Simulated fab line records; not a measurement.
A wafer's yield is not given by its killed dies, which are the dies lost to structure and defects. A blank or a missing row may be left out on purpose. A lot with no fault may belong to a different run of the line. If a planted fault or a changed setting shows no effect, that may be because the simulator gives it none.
Which of the tools did it? :: flow rit_cmos :: Sampling: 15 lots, 45 wafers, 2 of 202 route steps

== WHAT THE GAUGES SHOWED, per wafer ==
RIT_SPACER_THK_MEAS_04. Usual: SPACER_NITRIDE_THK 251.2 nm, standard deviation 2.7.
lot: L863
measured: day 3 00:17
on: film_metro-02
SPACER_NITRIDE_THK (nm): 250.6 249.3 248.0
flag: 

lot: L864
measured: day 3 07:25
on: film_metro-02
SPACER_NITRIDE_THK (nm): 251.4 250.9 249.5
flag: 

lot: L866
measured: day 3 15:50
on: film_metro-02
SPACER_NITRIDE_THK (nm): 254.2 254.6 257.1
flag: 

lot: L867
measured: day 3 20:17
on: film_metro-03
SPACER_NITRIDE_THK (nm): 252.5 249.2 251.2
flag: 

lot: L868
measured: day 4 03:26
on: film_metro-04
SPACER_NITRIDE_THK (nm): 221.8 223.0 223.7
flag: OFF

lot: L869
measured: day 4 07:10
on: film_metro-02
SPACER_NITRIDE_THK (nm): 217.6 218.9 217.8
flag: OFF

lot: L870
measured: day 4 17:44
on: film_metro-04
SPACER_NITRIDE_THK (nm): 221.9 221.3 220.1
flag: OFF

lot: L871
measured: day 4 23:48
on: film_metro-04
SPACER_NITRIDE_THK (nm): 249.2 249.2 247.7
flag: 

lot: L880
measured: day 6 22:58
on: film_metro-02
SPACER_NITRIDE_THK (nm): 254.0 254.8 254.8
flag: 

lot: L881
measured: day 7 09:54
on: film_metro-03
SPACER_NITRIDE_THK (nm): 252.2 253.3 254.1
flag: 

lot: L882
measured: day 7 16:11
on: film_metro-03
SPACER_NITRIDE_THK (nm): 246.4 248.9 248.1
flag: 

lot: L883
measured: day 7 16:28
on: film_metro-04
SPACER_NITRIDE_THK (nm): 248.2 249.2 247.5
flag: 

lot: L884
measured: day 7 18:05
on: film_metro-04
SPACER_NITRIDE_THK (nm): 246.3 247.9 245.4
flag: 

lot: L886
measured: day 7 22:32
on: film_metro-03
SPACER_NITRIDE_THK (nm): 256.5 254.5 255.5
flag: 

lot: L885
measured: day 8 00:26
on: film_metro-03
SPACER_NITRIDE_THK (nm): 250.7 252.5 251.2
flag: 

== EACH LOT AND THE TOOL THAT RAN IT (in order: tool; ch and the chambers of the sampled wafers; start) ==
lot: L863
RIT_SPACER_CVD_03: lpcvd-01 ch 1, day 2 22:22

lot: L864
RIT_SPACER_CVD_03: lpcvd-01 ch 1, day 3 05:30

lot: L866
RIT_SPACER_CVD_03: lpcvd-01 ch 1, day 3 13:54

lot: L867
RIT_SPACER_CVD_03: lpcvd-01 ch 1, day 3 18:22

lot: L868
RIT_SPACER_CVD_03: lpcvd-01 ch 1, day 4 01:30

lot: L869
RIT_SPACER_CVD_03: lpcvd-01 ch 1, day 4 05:14

lot: L870
RIT_SPACER_CVD_03: lpcvd-01 ch 0, day 4 15:49

lot: L871
RIT_SPACER_CVD_03: lpcvd-02 ch 0, day 4 21:53

lot: L880
RIT_SPACER_CVD_03: lpcvd-02 ch 1, day 6 21:03

lot: L881
RIT_SPACER_CVD_03: lpcvd-01 ch 0, day 7 07:58

lot: L882
RIT_SPACER_CVD_03: lpcvd-01 ch 1, day 7 14:14

lot: L883
RIT_SPACER_CVD_03: lpcvd-02 ch 1, day 7 14:32

lot: L884
RIT_SPACER_CVD_03: lpcvd-01 ch 0, day 7 16:10

lot: L886
RIT_SPACER_CVD_03: lpcvd-01 ch 0, day 7 20:37

lot: L885
RIT_SPACER_CVD_03: lpcvd-02 ch 0, day 7 22:29
- RIT_SPACER_CVD_03: deposits Si3N4 from SiH2Cl2/NH3, target thk 250 nm, time 3300 s.

== WHAT THE TOOLS THEMSELVES READ (means of the sampled wafers that have a number; where no wafer has one, the mark that the record gives instead) ==
RIT_SPACER_CVD_03. Usual: susceptor_temp_C 810.0 C, standard deviation 0.35.
lot: L863
tool: lpcvd-01
susceptor_temp_C (C): 810.1
flag: 

lot: L864
tool: lpcvd-01
susceptor_temp_C (C): 809.8
flag: 

lot: L866
tool: lpcvd-01
susceptor_temp_C (C): 809.9
flag: 

lot: L867
tool: lpcvd-01
susceptor_temp_C (C): 810.0
flag: 

lot: L868
tool: lpcvd-01
susceptor_temp_C (C): 810.4
flag: 

lot: L869
tool: lpcvd-01
susceptor_temp_C (C): 810.1
flag: 

lot: L870
tool: lpcvd-01
susceptor_temp_C (C): 809.6
flag: 

lot: L871
tool: lpcvd-02
susceptor_temp_C (C): 810.4
flag: 

lot: L880
tool: lpcvd-02
susceptor_temp_C (C): 810.3
flag: 

lot: L881
tool: lpcvd-01
susceptor_temp_C (C): 810.1
flag: 

lot: L882
tool: lpcvd-01
susceptor_temp_C (C): 810.2
flag: 

lot: L883
tool: lpcvd-02
susceptor_temp_C (C): 809.8
flag: 

lot: L884
tool: lpcvd-01
susceptor_temp_C (C): 809.7
flag: 

lot: L886
tool: lpcvd-01
susceptor_temp_C (C): 809.6
flag: 

lot: L885
tool: lpcvd-02
susceptor_temp_C (C): 810.2
flag: 

== THE ANSWER, worked out from the rows above alone ==
Rule: take the mean of a lot's wafers that have a number; if it is more than 3 standard deviations from the usual mean, the lot is off. A lot without any number at a reading at which 4 lots or more have one is off too. The other lots that the step has rows for count as sound. Order of review: gauges by route order, followed by the tools' own readings, for which a lot's mean as printed above is used. At the first step where some lot is off, the reading lying furthest off is the one used; lots without a number count as furthest.
Off: L868, L869, L870, at RIT_SPACER_THK_MEAS_04 (SPACER_NITRIDE_THK).
A tool fits if, at a process step before that reading, it ran every lot that is off, and no sound lot after the first of them. The gauges at RIT_SPACER_THK_MEAS_04 are tried like those tools. Not one of the candidates tried fits.

== WHAT THE SIMULATOR HAD PUT IN ==
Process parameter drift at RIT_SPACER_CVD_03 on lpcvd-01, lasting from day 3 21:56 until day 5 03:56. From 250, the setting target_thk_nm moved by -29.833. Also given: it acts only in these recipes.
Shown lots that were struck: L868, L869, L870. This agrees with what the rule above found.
